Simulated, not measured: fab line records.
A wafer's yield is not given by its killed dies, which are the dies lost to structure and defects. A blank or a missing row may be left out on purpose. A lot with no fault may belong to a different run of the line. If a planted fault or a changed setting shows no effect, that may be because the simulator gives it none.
fab line records	flow rit-cmos
[record] lots = 7	wafers = 21	last-day = 5
route steps=202 shown REOX@99 NLDD@103 PLDD@114 SPACER@125 NSD@131 M1@202
lots with no fault: from the same line, run without faults
start-h: hours from the record's opening day to when the first of the lot's shown wafers began	wait-h: hours elapsed since this lot's preceding step	" identical to the entry in the row above	L1.1+2: a single row standing in for several wafers	- no value present, or no start provided	* or withheld: withheld	< > ~ a bound
route shown NAME@n: names a module that has steps shown in the file, with the first one's number in the route	usual: the fault-free wafers' mean and standard deviation	same: alike in all rows	chamber/n: place in a boat	sites: the reading at each site	_std_site: standard deviation across them	_edge_site: mean of outer sites minus mean of inner sites	radius-mm: for every site, how far away it sits from the centre of the wafer	mask NAME#n: copy n	behind: tool/chamber where the wafer was last shaped	hold: cause of the lot's hold/its duration in hours/its outcome	device: whichever transistor did not switch (one of n, p or np)	end of line: at the end of the route, the tests of the same wafers	a step without rows: its recipe alone	killed: at the first sort, the dies lost to defects and structure; wafer yield is something else	map: a wafer's dies, x killed, . not, _ none there
set.NAME: the setting the step ran with; set.NAME@STEP: the setting that earlier step ran with	model.NAME: the simulator's own value behind a step, which no gauge read
lots at some steps of the route; a table a step, a row a wafer
services: a tool's chamber out of use, with start hour (start-h, from the record's first day; less than 0 if before it), hours out, and reason
[[steps]]
[step RIT_REOX_CLEAN_01]
[recipe] chemistry = dHF	dilution = 50:1	time-s = 30
[step RIT_REOX_CLEAN_02]
[recipe] chemistry = SC2	mix = 3:3:50	time-s = 600	temp-c = 75	dry = n2-spin
[step RIT_REOX_OXIDATION_03]
[recipe] temp-c = 900	ambient = O2	target-thk-a = 252	ox-time-s = 5580
[step RIT_REOX_THK_MEAS_04]
[recipe] reads = SiO2_of_REOX_OXIDATION_03
[usual] REOX_OXIDE_THK = 25.5/0.46
lot.wafer	tool	chamber	start-h	wait-h	REOX_OXIDE_THK[nm]
L210.1	film-metro-04	-	57.65	0.0	25.6
L210.2	"	-	"	"	25.5
L210.5	"	-	"	"	25.5
L212.2	film-metro-04	-	70.48	0.0	25.3
L212.3	"	-	"	"	25.3
L212.6	"	-	"	"	25.4
L213.2	film-metro-02	-	71.18	0.0	25.3
L213.4	"	-	"	"	25.2
L213.6	"	-	"	"	25.8
L215.3	film-metro-02	-	86.31	0.0	25.3
L215.4	"	-	"	"	25.6
L215.6	"	-	"	"	26.0
L218.3	film-metro-02	-	98.89	0.0	25.4
L218.4	"	-	"	"	25.7
L218.6	"	-	"	"	25.4
L219.2	film-metro-04	-	105.38	0.0	25.9
L219.3	"	-	"	"	25.8
L219.6	"	-	"	"	25.7
L220.2	film-metro-02	-	107.84	0.0	25.4
L220.5	"	-	"	"	25.6
L220.6	"	-	"	"	25.2
[step RIT_NLDD_HMDS_00]
[recipe] prime-time-s = 60	prime-temp-c = 140
[step RIT_NLDD_COAT_01]
[recipe] resist = NOVOLAK	spin-rpm = 3201	resist-thk-nm = 1000
[step RIT_NLDD_SOFTBAKE_02]
[recipe] resist = NOVOLAK	temp-c = 90	time-s = 60
[step RIT_NLDD_EXPOSE_03]
[recipe] mask-id = M7	na = 0.57	target-cd-nm = 40700	dose-mj = 250
[step RIT_NLDD_PEB_04]
[recipe] resist = NOVOLAK	temp-c = withheld	time-s = withheld
[step RIT_NLDD_DEVELOP_05]
[recipe] resist = NOVOLAK	develop-time-s = 50	dev-temp-c = 23
[step RIT_NLDD_OVL_MEAS_06]
[usual] NLDD_OVL = 0.7/1.4
lot.wafer	tool	chamber	start-h	wait-h	NLDD_OVL[nm]
L210.1	overlay-01	-	58.73	-	1.4
L210.2	"	-	"	"	-1.4
L210.5	"	-	"	"	-2.6
L212.2	overlay-01	-	71.51	-	0.6
L212.3	"	-	"	"	1.4
L212.6	"	-	"	"	0.1
L213.2	overlay-01	-	72.39	-	1.9
L213.4	"	-	"	"	3.3
L213.6	"	-	"	"	2.9
L215.3	overlay-02	-	87.21	-	-3.1
L215.4	"	-	"	"	0.5
L215.6	"	-	"	"	-0.7
L218.3	overlay-02	-	99.92	-	0.4
L218.4	"	-	"	"	0.3
L218.6	"	-	"	"	1.5
L219.2	overlay-02	-	106.41	-	0.8
L219.3	"	-	"	"	1.1
L219.6	"	-	"	"	1.8
L220.2	overlay-02	-	108.87	-	2.5
L220.5	"	-	"	"	0.9
L220.6	"	-	"	"	-0.3
[step RIT_NLDD_HARDBAKE_07]
[recipe] resist = NOVOLAK	temp-c = 140	time-s = 60
[step RIT_NLDD_IMPLANT_08]
[recipe] species = P	energy-kev = 20	dose-cm2 = 5e+14	tilt-deg = 7
[usual] beam-energy-keV = 20.001/0.0068	implant-ion-amu = 31/0
lot.wafer	tool	chamber	start-h	wait-h	beam-energy-keV	implant-ion-amu	model.implant.rp-nm	model.implant.drp-nm
L210.1	implanter-01	0	58.92	0.1	19.999	31	28	12.97
L210.2	"	0	"	"	19.998	31	28	12.97
L210.5	"	0	"	"	19.999	31	28	12.97
L212.2	implanter-04	0	71.81	0.1	20.007	31	27.17	12.97
L212.3	"	0	"	"	20.008	31	27.17	12.97
L212.6	"	0	"	"	20.001	31	27.17	12.97
L213.2	implanter-04	0	72.59	0.1	20.003	31	27.79	12.97
L213.4	"	0	"	"	20.007	31	27.79	12.97
L213.6	"	0	"	"	20.000	31	27.79	12.97
L215.3	implanter-02	0	87.43	0.1	20.010	31	28.93	12.97
L215.4	"	0	"	"	20.007	31	28.93	12.97
L215.6	"	0	"	"	19.999	31	28.93	12.97
L218.3	implanter-02	0	100.20	0.1	20.000	75	15.47	7.212
L218.4	"	0	"	"	19.995	75	15.47	7.212
L218.6	"	0	"	"	20.004	75	15.47	7.212
L219.2	implanter-01	0	106.62	0.1	20.014	75	15.58	7.212
L219.3	"	0	"	"	19.994	75	15.58	7.212
L219.6	"	0	"	"	20.010	75	15.58	7.212
L220.2	implanter-01	0	109.08	0.1	20.001	75	15.4	7.212
L220.5	"	0	"	"	20.009	75	15.4	7.212
L220.6	"	0	"	"	20.007	75	15.4	7.212
[step RIT_NLDD_STRIP_09]
[recipe] chemistry = O2	time-s = 180	resist = NOVOLAK	platen-temp-c = withheld	power-w = 500	pressure-mtorr = 4000	o2-flow-sccm = 4000
[usual] drypump-motor-current-A = 5.7/0.35	o2-flow-sccm = 3998/11
lot.wafer	tool	chamber	start-h	wait-h	drypump-motor-current-A	o2-flow-sccm	rf-hours-counter-h
L210.1	plasma-asher-01	1	59.07	0.1	5.7	4014	35
L210.2	"	0	"	"	6.0	3992	35
L210.5	"	0	"	"	6.0	3994	-
L212.2	plasma-asher-03	1	71.93	0.1	5.1	3992	28
L212.3	"	0	"	"	5.2	3985	-
L212.6	"	0	"	"	5.2	3976	-
L213.2	plasma-asher-01	0	72.72	0.1	6.0	3989	37
L213.4	"	0	"	"	5.9	3997	-
L213.6	"	0	"	"	5.9	3996	-
L215.3	plasma-asher-04	0	87.59	0.1	6.0	4003	-
L215.4	"	1	"	"	6.0	4004	-
L215.6	"	1	"	"	6.0	4001	-
L218.3	plasma-asher-01	0	100.36	0.1	5.9	3995	-
L218.4	"	1	"	"	5.7	3988	-
L218.6	"	1	"	"	5.7	3985	-
L219.2	plasma-asher-01	0	106.74	0.1	6.0	4021	40
L219.3	"	1	"	"	5.7	3989	-
L219.6	"	1	"	"	5.7	4009	-
L220.2	plasma-asher-03	0	109.20	0.1	5.2	4005	32
L220.5	"	1	"	"	5.1	4006	-
L220.6	"	0	"	"	5.2	4003	-
[step RIT_NLDD_TW_MEAS_10]
[usual] NLDD_TW = 2490/21
lot.wafer	tool	chamber	start-h	wait-h	NLDD_TW
L210.1	film-metro-04	-	59.24	0.1	2476
L210.2	"	-	"	"	2477
L210.5	"	-	"	"	2477
L212.2	film-metro-03	-	72.12	0.1	2523
L212.3	"	-	"	"	2511
L212.6	"	-	"	"	2520
L213.2	film-metro-04	-	72.90	0.1	2471
L213.4	"	-	"	"	2476
L213.6	"	-	"	"	2472
L215.3	film-metro-03	-	87.76	0.1	2515
L215.4	"	-	"	"	2508
L215.6	"	-	"	"	2516
L218.3	film-metro-04	-	100.50	0.1	2766
L218.4	"	-	"	"	2758
L218.6	"	-	"	"	2758
L219.2	film-metro-03	-	106.93	0.1	2807
L219.3	"	-	"	"	2815
L219.6	"	-	"	"	2800
L220.2	film-metro-02	-	109.39	0.1	2800
L220.5	"	-	"	"	2791
L220.6	"	-	"	"	2811
[step RIT_PLDD_HMDS_00]
[recipe] prime-time-s = 60	prime-temp-c = 140
[step RIT_PLDD_COAT_01]
[recipe] resist = NOVOLAK	spin-rpm = 3250	resist-thk-nm = 1000
[step RIT_PLDD_SOFTBAKE_02]
[recipe] resist = NOVOLAK	temp-c = 90	time-s = 60
[step RIT_PLDD_EXPOSE_03]
[recipe] mask-id = M8	na = 0.57	target-cd-nm = 40900	dose-mj = 250
[step RIT_PLDD_PEB_04]
[recipe] resist = NOVOLAK	temp-c = withheld	time-s = withheld
[step RIT_PLDD_DEVELOP_05]
[recipe] resist = NOVOLAK	develop-time-s = 50	dev-temp-c = 23
[step RIT_PLDD_OVL_MEAS_06]
[usual] PLDD_OVL = 0.2/1.6
lot.wafer	tool	chamber	start-h	wait-h	PLDD_OVL[nm]
L210.1	overlay-02	-	60.15	-	-0.3
L210.2	"	-	"	"	0.6
L210.5	"	-	"	"	0.9
L212.2	overlay-01	-	73.23	-	0.2
L212.3	"	-	"	"	-0.7
L212.6	"	-	"	"	1.7
L213.2	overlay-01	-	73.81	-	2.1
L213.4	"	-	"	"	1.9
L213.6	"	-	"	"	1.8
L215.3	overlay-02	-	88.66	-	-1.1
L215.4	"	-	"	"	1.3
L215.6	"	-	"	"	1.2
L218.3	overlay-01	-	101.52	-	-1.6
L218.4	"	-	"	"	-0.8
L218.6	"	-	"	"	-2.3
L219.2	overlay-02	-	108.05	-	3.5
L219.3	"	-	"	"	2.7
L219.6	"	-	"	"	3.0
L220.2	overlay-02	-	110.42	-	-1.3
L220.5	"	-	"	"	2.9
L220.6	"	-	"	"	0.2
[step RIT_PLDD_HARDBAKE_07]
[recipe] resist = NOVOLAK	temp-c = 140	time-s = 60
[step RIT_PLDD_IMPLANT_08]
[recipe] species = BF2	energy-kev = 19.64	dose-cm2 = 9e+14	tilt-deg = 7
[step RIT_PLDD_STRIP_09]
[recipe] chemistry = O2	time-s = 180	resist = NOVOLAK	platen-temp-c = withheld	power-w = 500	pressure-mtorr = 4000	o2-flow-sccm = 4000
[usual] drypump-motor-current-A = 5.7/0.47	o2-flow-sccm = 4000/12
lot.wafer	tool	chamber	start-h	wait-h	drypump-motor-current-A	o2-flow-sccm	rf-hours-counter-h
L210.1	plasma-asher-01	1	60.49	0.1	5.7	4009	35
L210.2	"	0	"	"	6.0	4014	35
L210.5	"	0	"	"	6.0	4013	-
L212.2	plasma-asher-01	1	73.56	0.1	5.7	4000	37
L212.3	"	0	"	"	5.9	3973	-
L212.6	"	0	"	"	6.0	3987	-
L213.2	plasma-asher-03	0	74.14	0.1	5.2	4005	29
L213.4	"	1	"	"	5.1	3976	-
L213.6	"	1	"	"	5.1	3987	-
L215.3	plasma-asher-03	1	89.05	0.1	5.1	3998	-
L215.4	"	0	"	"	5.2	3987	-
L215.6	"	1	"	"	5.1	3995	-
L218.3	plasma-asher-01	1	101.90	0.1	5.7	4002	-
L218.4	"	0	"	"	5.9	4002	-
L218.6	"	1	"	"	5.7	3994	-
L219.2	plasma-asher-01	1	108.38	0.1	5.7	4007	40
L219.3	"	0	"	"	6.0	3992	-
L219.6	"	1	"	"	5.7	3998	-
L220.2	plasma-asher-02	1	110.75	0.1	6.4	3992	47
L220.5	"	0	"	"	6.5	3996	-
L220.6	"	1	"	"	6.4	4010	-
[step RIT_PLDD_TW_MEAS_10]
[usual] PLDD_TW = 2337/21
lot.wafer	tool	chamber	start-h	wait-h	PLDD_TW
L210.1	film-metro-04	-	60.66	0.1	2317
L210.2	"	-	"	"	2330
L210.5	"	-	"	"	2308
L212.2	film-metro-03	-	73.75	0.1	2372
L212.3	"	-	"	"	2360
L212.6	"	-	"	"	2369
L213.2	film-metro-02	-	74.32	0.1	2325
L213.4	"	-	"	"	2323
L213.6	"	-	"	"	2338
L215.3	film-metro-02	-	89.18	0.1	2344
L215.4	"	-	"	"	2340
L215.6	"	-	"	"	2332
L218.3	film-metro-02	-	102.04	0.1	2342
L218.4	"	-	"	"	2335
L218.6	"	-	"	"	2349
L219.2	film-metro-04	-	108.57	0.1	2317
L219.3	"	-	"	"	2303
L219.6	"	-	"	"	2324
L220.2	film-metro-04	-	110.93	0.1	2311
L220.5	"	-	"	"	2315
L220.6	"	-	"	"	2318
[step RIT_SPACER_CLEAN_00]
[recipe] chemistry = SC1	mix = 3:3:50	time-s = 600	temp-c = 75
[step RIT_SPACER_CLEAN_01]
[recipe] chemistry = dHF	dilution = 50:1	time-s = 30
[step RIT_SPACER_CLEAN_02]
[recipe] chemistry = SC2	mix = 3:3:50	time-s = 600	temp-c = 75	dry = n2-spin
[step RIT_SPACER_CVD_03]
[recipe] material = Si3N4	target-thk-nm = 250	temp-c = 810	precursor = SiH2Cl2/NH3	time-s = 3300	pressure-mtorr = 300	sih2cl2-flow-sccm = 60	nh3-flow-sccm = 150
[step RIT_SPACER_THK_MEAS_04]
[recipe] reads = Si3N4_of_SPACER_CVD_03
[usual] SPACER_NITRIDE_THK = 250.3/2.4
lot.wafer	tool	chamber	start-h	wait-h	SPACER_NITRIDE_THK[nm]
L210.1	film-metro-04	-	63.70	0.0	250.5
L210.2	"	-	"	"	250.4
L210.5	"	-	"	"	250.1
L212.2	film-metro-03	-	76.09	0.0	249.3
L212.3	"	-	"	"	250.1
L212.6	"	-	"	"	247.8
L213.2	film-metro-03	-	76.67	0.0	253.1
L213.4	"	-	"	"	251.8
L213.6	"	-	"	"	252.9
L215.3	film-metro-03	-	91.53	0.0	248.4
L215.4	"	-	"	"	247.5
L215.6	"	-	"	"	250.2
L218.3	film-metro-01	-	104.40	0.0	246.2
L218.4	"	-	"	"	245.7
L218.6	"	-	"	"	246.0
L219.2	film-metro-01	-	110.95	0.0	252.5
L219.3	"	-	"	"	253.5
L219.6	"	-	"	"	254.9
L220.2	film-metro-01	-	113.29	0.0	253.7
L220.5	"	-	"	"	252.3
L220.6	"	-	"	"	253.5
[step RIT_SPACER_ETCHBACK_05]
[recipe] target-depth-a = 2500	SF6_flow_sccm = 30	CHF3_flow_sccm = 30	target = Si3N4	chemistry = SF6/CHF3	pressure-mtorr = 40	rf-w = 250	time-s = 240	stop-on = SiO2
[usual] drypump-motor-current-A = 5.7/0.52	oes-product-au = 0.844/0.013	throttle-valve-pct = 10.20/0.12
lot.wafer	tool	chamber	start-h	wait-h	drypump-motor-current-A	oes-product-au	rf-hours-counter-h	throttle-valve-pct
L210.1	rie-diel-03	1	63.76	0.1	5.6	0.851	162	10.23
L210.2	"	3	"	"	5.1	0.853	57	10.18
L210.5	"	0	"	"	5.3	0.848	-	10.19
L212.2	rie-diel-04	3	76.14	0.0	5.7	0.845	2	10.35
L212.3	"	0	"	"	5.3	0.851	54	10.11
L212.6	"	1	"	"	6.8	0.840	-	10.31
L213.2	rie-diel-02	3	76.72	0.0	6.5	0.846	2	10.04
L213.4	"	1	"	"	5.6	0.843	4	10.14
L213.6	"	0	"	"	5.4	0.851	-	10.32
L215.3	rie-diel-04	3	91.57	0.0	5.7	0.840	3	10.37
L215.4	"	3	"	"	5.7	0.842	-	10.36
L215.6	"	0	"	"	5.2	0.845	-	10.12
L218.3	rie-diel-04	2	104.44	0.0	6.0	0.808	6	10.01
L218.4	"	3	"	"	5.7	0.832	3	10.36
L218.6	"	0	"	"	5.3	0.833	-	10.12
L219.2	rie-diel-03	0	111.00	0.0	5.3	0.859	2	10.21
L219.3	"	2	"	"	5.2	0.865	112	10.13
L219.6	"	3	"	"	5.1	0.864	-	10.17
L220.2	rie-diel-04	1	113.34	0.0	6.8	0.849	34	10.29
L220.5	"	0	"	"	5.3	0.852	-	10.14
L220.6	"	1	"	"	6.8	0.857	-	10.29
[step RIT_NSD_HMDS_00]
[recipe] prime-time-s = 60	prime-temp-c = 140
[step RIT_NSD_COAT_01]
[recipe] resist = NOVOLAK	spin-rpm = 3250	resist-thk-nm = 1000
[step RIT_NSD_SOFTBAKE_02]
[recipe] resist = NOVOLAK	temp-c = 90	time-s = 60
[step RIT_NSD_EXPOSE_03]
[recipe] mask-id = M9	na = 0.57	target-cd-nm = 40700	dose-mj = 250
[step RIT_NSD_PEB_04]
[recipe] resist = NOVOLAK	temp-c = withheld	time-s = withheld
[step RIT_NSD_DEVELOP_05]
[recipe] resist = NOVOLAK	develop-time-s = 51.3	dev-temp-c = 23
[step RIT_NSD_OVL_MEAS_06]
[usual] NSD_OVL = -0.3/1.4
lot.wafer	tool	chamber	start-h	wait-h	NSD_OVL[nm]
L210.1	overlay-01	-	64.89	-	1.2
L210.2	"	-	"	"	0.8
L210.5	"	-	"	"	0.4
L212.2	overlay-02	-	77.29	-	-1.8
L212.3	"	-	"	"	-1.6
L212.6	"	-	"	"	-4.0
L213.2	overlay-02	-	77.76	-	-0.9
L213.4	"	-	"	"	-2.0
L213.6	"	-	"	"	-1.4
L215.3	overlay-02	-	92.70	-	-1.1
L215.4	"	-	"	"	-1.7
L215.6	"	-	"	"	0.0
L218.3	overlay-02	-	105.58	-	-1.1
L218.4	"	-	"	"	-1.4
L218.6	"	-	"	"	-0.3
L219.2	overlay-01	-	112.13	-	-1.3
L219.3	"	-	"	"	0.4
L219.6	"	-	"	"	0.1
L220.2	overlay-01	-	114.47	-	-0.3
L220.5	"	-	"	"	1.6
L220.6	"	-	"	"	1.6
[step RIT_NSD_HARDBAKE_07]
[recipe] resist = NOVOLAK	temp-c = 140	time-s = 60
[step RIT_NSD_IMPLANT_08]
[recipe] species = P	energy-kev = 25	dose-cm2 = 1e+15	tilt-deg = 7
[step RIT_NSD_STRIP_09]
[recipe] chemistry = O2	time-s = 180	resist = NOVOLAK	platen-temp-c = withheld	power-w = 500	pressure-mtorr = 4000	o2-flow-sccm = 4000
[usual] drypump-motor-current-A = 5.9/0.48	o2-flow-sccm = 3999/12
lot.wafer	tool	chamber	start-h	wait-h	drypump-motor-current-A	o2-flow-sccm	rf-hours-counter-h
L210.1	plasma-asher-02	1	65.23	0.1	6.4	3998	42
L210.2	"	0	"	"	6.4	4013	42
L210.5	"	0	"	"	6.4	4004	-
L212.2	plasma-asher-04	1	77.62	0.1	5.9	3994	46
L212.3	"	0	"	"	6.0	4025	-
L212.6	"	0	"	"	6.0	3996	-
L213.2	plasma-asher-04	0	78.10	0.1	6.0	4001	47
L213.4	"	1	"	"	5.9	3976	-
L213.6	"	0	"	"	6.0	3986	-
L215.3	plasma-asher-04	1	93.09	0.1	6.0	4003	-
L215.4	"	0	"	"	6.0	3980	-
L215.6	"	1	"	"	5.9	3994	-
L218.3	plasma-asher-04	1	105.96	0.1	6.0	3997	-
L218.4	"	0	"	"	6.0	4004	-
L218.6	"	0	"	"	6.0	4005	-
L219.2	plasma-asher-03	1	112.46	0.1	5.1	3985	33
L219.3	"	1	"	"	5.1	3996	-
L219.6	"	0	"	"	5.2	4006	-
L220.2	plasma-asher-03	1	114.80	0.1	5.1	3988	33
L220.5	"	1	"	"	5.1	4015	-
L220.6	"	0	"	"	5.2	4014	-
[step RIT_SDANNEAL_RS_MEAS_07]
[recipe] thk-meas-gauge = four-point-probe
[usual] NLDD_RS = 151.5/0.51
lot.wafer	tool	chamber	start-h	wait-h	NLDD_RS[ohm/sq]
L210.1	film-metro-04	-	67.99	0.1	151.3
L210.2	"	-	"	"	152.0
L210.5	"	-	"	"	152.1
L212.2	film-metro-02	-	80.24	0.1	151.0
L212.3	"	-	"	"	151.1
L212.6	"	-	"	"	151.1
L213.2	film-metro-04	-	80.70	0.1	151.7
L213.4	"	-	"	"	152.1
L213.6	"	-	"	"	151.5
L215.3	film-metro-02	-	95.65	0.1	152.1
L215.4	"	-	"	"	152.2
L215.6	"	-	"	"	152.4
L218.3	film-metro-03	-	108.38	0.1	208.0
L218.4	"	-	"	"	207.9
L218.6	"	-	"	"	207.4
L219.2	film-metro-04	-	115.02	0.1	209.0
L219.3	"	-	"	"	208.1
L219.6	"	-	"	"	207.9
L220.2	film-metro-02	-	117.27	0.1	209.2
L220.5	"	-	"	"	208.9
L220.6	"	-	"	"	208.8
[step RIT_M1_PROBE_99]
[usual] killed-at-contacts = 0.1/0.23	killed-at-front-end = 6.6/2.8	killed-dies = 6.6/2.8	killed-open = 3.3/2	killed-short = 3.2/1.7
[same] gross-dies = 264	killed_at_M0_to_M3 = 0	killed_at_M4_up = 0	killed-at-back-side = 0	killed-at-other = 0
lot.wafer	tool	chamber	start-h	wait-h	killed-at-contacts	killed-at-front-end	killed-dies	killed-open	killed-short
L210.1	prober-02	-	76.41	0.1	0	8	8	6	2
L210.2	prober-02	-	76.46	0.1	0	8	8	6	2
L210.5	prober-02	-	76.61	0.2	0	7	7	4	3
L212.2	prober-02	-	87.79	0.1	0	7	7	5	2
L212.3	prober-02	-	87.84	0.2	0	7	7	4	3
L212.6	prober-02	-	87.99	0.2	1	12	13	7	6
L213.2	prober-01	-	89.29	0.1	0	10	10	7	3
L213.4	prober-01	-	89.39	0.2	0	10	10	5	5
L213.6	prober-01	-	89.49	0.2	0	4	4	0	4
L215.3	prober-01	-	103.03	0.2	0	6	6	3	3
L215.4	prober-01	-	103.08	0.2	0	7	7	5	2
L215.6	prober-01	-	103.18	0.2	0	6	6	2	4
L218.3	prober-02	-	115.47	0.2	0	8	8	4	4
L218.4	prober-02	-	115.52	0.2	0	9	9	6	3
L218.6	prober-02	-	115.62	0.2	0	10	10	5	5
L219.2	prober-01	-	122.08	0.1	0	3	3	0	3
L219.3	prober-01	-	122.13	0.2	0	7	7	5	2
L219.6	prober-01	-	122.28	0.2	0	5	5	3	2
L220.2	prober-02	-	124.69	0.1	0	8	8	3	5
L220.5	prober-02	-	124.84	0.2	0	11	11	8	3
L220.6	prober-02	-	124.89	0.2	0	2	2	1	1
// killed by level:class
L210.1 REOX:geometric-particle:open=3 GATE:geometric-particle:open=2 FOX1:geometric-particle:short=1 FOX1:geometric-particle:open=1 REOX:geometric-particle:short=1
L210.2 GATE:geometric-particle:open=4 GATE:geometric-particle:short=2 SPACER:geometric-particle:open=1 SILICIDE:geometric-particle:open=1
L210.5 GATE:geometric-particle:open=4 GATE:geometric-particle:short=3
L212.2 SPACER:geometric-particle:open=2 FOX1:geometric-particle:short=1 FOX1:geometric-particle:open=1 GATE:geometric-particle:open=1 SPACER:geometric-particle:short=1 SILICIDE:geometric-particle:open=1
L212.3 FOX1:geometric-particle:open=2 FOX1:geometric-particle:short=1 FOX2:geometric-particle:open=1 GATE:geometric-particle:short=1 REOX:geometric-particle:short=1 SPACER:geometric-particle:open=1
L212.6 GATE:geometric-particle:open=3 FOX1:geometric-particle:short=2 FOX1:geometric-particle:open=2 GATE:geometric-particle:short=2 SPACER:geometric-particle:short=1 SILICIDE:geometric-particle:short=1 SILICIDE:geometric-particle:open=1 CONTACT:geometric-particle:open=1
L213.2 GATE:geometric-particle:open=4 GATE:geometric-particle:short=2 FOX1:geometric-particle:short=1 FOX1:geometric-particle:open=1 FOX2:geometric-particle:open=1 SPACER:geometric-particle:open=1
L213.4 FOX1:geometric-particle:short=2 FOX2:geometric-particle:open=2 GATE:geometric-particle:short=2 FOX1:geometric-particle:open=1 REOX:geometric-particle:open=1 SPACER:geometric-particle:open=1 SILICIDE:geometric-particle:short=1
L213.6 FOX1:geometric-particle:short=2 FOX2:geometric-particle:short=1 SPACER:geometric-particle:short=1
L215.3 GATE:geometric-particle:short=2 FOX1:geometric-particle:open=1 FOX2:geometric-particle:short=1 GATE:geometric-particle:open=1 SILICIDE:geometric-particle:open=1
L215.4 GATE:geometric-particle:short=2 REOX:geometric-particle:open=2 GATE:geometric-particle:open=1 SPACER:geometric-particle:open=1 SILICIDE:geometric-particle:open=1
L215.6 GATE:geometric-particle:short=3 FOX1:geometric-particle:short=1 SPACER:geometric-particle:open=1 SILICIDE:geometric-particle:open=1
L218.3 GATE:geometric-particle:open=2 GATE:geometric-particle:short=2 REOX:geometric-particle:short=2 FOX2:geometric-particle:open=1 SILICIDE:geometric-particle:open=1
L218.4 FOX1:geometric-particle:open=3 GATE:geometric-particle:open=2 FOX1:geometric-particle:short=1 GATE:geometric-particle:short=1 REOX:geometric-particle:open=1 SILICIDE:geometric-particle:short=1
L218.6 GATE:geometric-particle:open=3 GATE:geometric-particle:short=2 SPACER:geometric-particle:short=2 FOX1:geometric-particle:short=1 FOX2:geometric-particle:open=1 SPACER:geometric-particle:open=1
L219.2 GATE:geometric-particle:short=2 REOX:geometric-particle:short=1
L219.3 SPACER:geometric-particle:open=2 ACTIVE:geometric-particle:short=1 FOX1:geometric-particle:open=1 GATE:geometric-particle:open=1 GATE:geometric-particle:short=1 REOX:geometric-particle:open=1
L219.6 GATE:geometric-particle:open=2 FOX2:geometric-particle:short=1 SPACER:geometric-particle:open=1 SPACER:geometric-particle:short=1
L220.2 GATE:geometric-particle:open=2 FOX1:geometric-particle:short=1 FOX2:geometric-particle:short=1 GATE:geometric-particle:short=1 REOX:geometric-particle:open=1 SPACER:geometric-particle:short=1 SILICIDE:geometric-particle:short=1
L220.5 GATE:geometric-particle:open=3 REOX:geometric-particle:open=3 SILICIDE:geometric-particle:short=2 FOX1:geometric-particle:open=1 GATE:geometric-particle:short=1 SILICIDE:geometric-particle:open=1
L220.6 GATE:geometric-particle:open=1 REOX:geometric-particle:short=1
[[services]]
tool	chamber	start-h	hours	kind
rie-diel-04	0	35.39	2.4	repair
plasma-asher-02	-	39.84	14.4	repair
plasma-asher-02	-	47.53	0.5	repair
implanter-02	-	50.90	1.8	repair
rie-diel-03	3	52.52	4.3	repair
plasma-asher-03	-	52.89	14.6	pm
implanter-04	-	64.07	4.5	pm
rie-diel-02	0	81.92	9.5	repair
rie-diel-03	1	85.17	-	clean
rie-diel-03	1	85.17	20.9	scheduled-down
rie-diel-03	1	85.17	20.9	vent-cycle
rie-diel-04	2	87.08	5.0	repair
implanter-02	-	92.01	0.8	repair
implanter-01	-	99.56	3.5	repair
implanter-04	-	103.79	3.2	pm
plasma-asher-04	-	108.75	9.0	pm
plasma-asher-04	0	108.75	9.0	vent-cycle
plasma-asher-04	1	108.75	9.0	vent-cycle
implanter-04	-	113.03	1.0	repair
[[key]]
[first-sign] step = RIT_NLDD_IMPLANT_08	reading = implant-ion-amu	direction = up	sigmas = 99+	usual = 31	struck = 75
[effect] step = RIT_NLDD_TW_MEAS_10	reading = NLDD_TW	direction = up	sigmas = 14	usual = 2490	struck = 2790
[effect] step = RIT_SDANNEAL_RS_MEAS_07	reading = NLDD_RS	direction = up	sigmas = 99+	usual = 151.5	struck = 208.4
[model-effect] step = RIT_NLDD_IMPLANT_08	value = implant.rp-nm	without = 27.25	struck = 15.48
met-at RIT_NLDD_IMPLANT_08
struck-wafers L218.3,L218.4,L218.6,L219.2,L219.3,L219.6,L220.2,L220.5,L220.6
tester-left-out L218,L219,L220
onset-between 87.43 100.20
[fault] kind = wrong-recipe-download	tool = implanter-01,implanter-02,implanter-04	chamber = -	onset-h = 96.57	steps = RIT_NLDD_IMPLANT_08	wrong-recipe.not-listed = 1
// tester-left-out: of these lots the tester's yield and bins aren't shown, on N5 and GAA mostly nor the transistor test; their killed dies are dies lost to structure and defects alone, not to doping, threshold or leakage, so they don't give the yield
